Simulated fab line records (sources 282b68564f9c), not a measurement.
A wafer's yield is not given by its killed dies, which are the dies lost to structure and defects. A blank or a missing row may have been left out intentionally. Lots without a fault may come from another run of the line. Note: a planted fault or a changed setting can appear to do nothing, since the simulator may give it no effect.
The tool behind it: which one? | flow rit-cmos | 14 lots with 42 wafers sampled at 3 steps, on a route of 202 steps

## WHAT THE GAUGES READ, wafer by wafer
RIT_PWELL_TW_MEAS_10. Usual: PWELL_TW 954, standard deviation 12.
lot  | measured    | on            | PWELL_TW       | flag
L793 | day 2 00:33 | film-metro-04 | 955 957 963    |
L794 | day 2 04:15 | film-metro-02 | 956 959 964    |
L798 | day 3 00:53 | film-metro-04 | 968 965 967    |
L800 | day 3 09:21 | film-metro-01 | 943 936 939    |
L801 | day 3 14:49 | film-metro-02 | 960 958 954    |
L802 | day 3 19:28 | film-metro-02 | 962 962 954    |
L803 | day 4 01:11 | film-metro-01 | 936 939 939    |
L805 | day 4 11:59 | film-metro-01 | 936 935 936    |
L806 | day 4 17:37 | film-metro-04 | 968 966 963    |
L807 | day 5 00:49 | film-metro-04 | 1209 1210 1204 | OFF
L808 | day 5 01:50 | film-metro-01 | 1174 1171 1168 | OFF
L809 | day 5 06:39 | film-metro-04 | 961 967 959    |
L810 | day 5 12:31 | film-metro-04 | 962 962 969    |
L812 | day 5 21:52 | film-metro-01 | 947 950 949    |

RIT_WELLDRIVE_RS_MEAS_02: measurement is done with a four-point probe. Usual: PWELL_RS 429.1 ohm/sq, standard deviation 1.1.
lot  | measured    | on            | PWELL_RS (ohm/sq) | flag
L793 | day 2 05:49 | film-metro-04 | 430.1 429.4 428.6 |
L794 | day 2 09:31 | film-metro-04 | 429.2 428.8 429.1 |
L798 | day 3 06:10 | film-metro-02 | 426.7 427.2 427.2 |
L800 | day 3 14:38 | film-metro-01 | 430.3 430.0 430.0 |
L801 | day 3 20:05 | film-metro-04 | 427.1 427.8 428.0 |
L802 | day 4 00:46 | film-metro-02 | 428.3 427.9 427.7 |
L803 | day 4 06:37 | film-metro-02 | 427.9 429.2 429.1 |
L805 | day 4 17:15 | film-metro-02 | 428.5 428.6 427.9 |
L806 | day 4 22:54 | film-metro-02 | 429.9 428.8 429.3 |
L807 | day 5 06:05 | film-metro-04 | 280.0 279.1 280.1 | OFF
L808 | day 5 07:12 | film-metro-02 | 281.3 281.4 281.0 | OFF
L809 | day 5 11:55 | film-metro-02 | 430.4 430.0 430.8 |
L810 | day 5 17:47 | film-metro-01 | 431.4 429.5 431.5 |
L812 | day 6 03:07 | film-metro-02 | 429.4 429.6 427.8 |

## WHICH TOOL RAN EACH LOT (tool, then ch and the chambers of the sampled wafers, then the start)
lot  | RIT_PWELL_IMPLANT_08
L793 | implanter-01 ch 0, day 2 00:14
L794 | implanter-03 ch 0, day 2 03:56
L798 | implanter-03 ch 0, day 3 00:35
L800 | implanter-01 ch 0, day 3 09:03
L801 | implanter-01 ch 0, day 3 14:30
L802 | implanter-01 ch 0, day 3 19:11
L803 | implanter-02 ch 0, day 4 00:53
L805 | implanter-01 ch 0, day 4 11:40
L806 | implanter-01 ch 0, day 4 17:19
L807 | implanter-03 ch 0, day 5 00:00
L808 | implanter-03 ch 0, day 5 01:12
L809 | implanter-02 ch 0, day 5 06:20
L810 | implanter-02 ch 0, day 5 12:12
L812 | implanter-01 ch 0, day 5 21:24
- RIT_PWELL_IMPLANT_08

## AS READ BY THE TOOLS THEMSELVES (means over the sampled wafers that have a number; for cases with no such wafer, the mark the record gives instead)
RIT_PWELL_IMPLANT_08. Usual: end-station-pressure-torr at 5.19e-06 Torr, with a standard deviation of 2.7e-07.
lot  | tool         | end-station-pressure-torr (Torr) | flag
L793 | implanter-01 | 5.41e-06                         |
L794 | implanter-03 | 5.17e-06                         |
L798 | implanter-03 | 5.35e-06                         |
L800 | implanter-01 | 5.32e-06                         |
L801 | implanter-01 | 5.04e-06                         |
L802 | implanter-01 | 5.08e-06                         |
L803 | implanter-02 | 5.51e-06                         |
L805 | implanter-01 | 5.05e-06                         |
L806 | implanter-01 | 5.04e-06                         |
L807 | implanter-03 | 5.31e-06                         |
L808 | implanter-03 | 5.16e-06                         |
L809 | implanter-02 | 4.94e-06                         |
L810 | implanter-02 | 5.28e-06                         |
L812 | implanter-01 | 5.51e-06                         |

## THE ANSWER, worked out from the rows above alone
Rule: take the mean of a lot's wafers that have a number; if it is more than 3 standard deviations from the usual mean, the lot is off. A lot without any number at a reading at which 4 lots or more have one is off too. The other lots that the step has rows for count as sound. The gauges are gone through in route order, then the tools' own readings, and for those a lot's mean is taken as printed above. The first step at which some lot is off is used, and at that step the reading that is off furthest; a lot without a number counts as furthest.
Off: L807, L808, seen at RIT_PWELL_TW_MEAS_10 (PWELL_TW).
If a tool, at a process step before that reading, ran all the lots that are off and no sound lot after the first of them, it fits. Those tools and the gauges at RIT_PWELL_TW_MEAS_10 are tried in the same way. One fits: RIT_PWELL_IMPLANT_08 on implanter-03. Its last sound lot is L798 (day 3 00:35), its first lot that is off L807 (day 5 00:00): a fault that began between those two fits.

## WHAT THE SIMULATOR HAD PUT IN
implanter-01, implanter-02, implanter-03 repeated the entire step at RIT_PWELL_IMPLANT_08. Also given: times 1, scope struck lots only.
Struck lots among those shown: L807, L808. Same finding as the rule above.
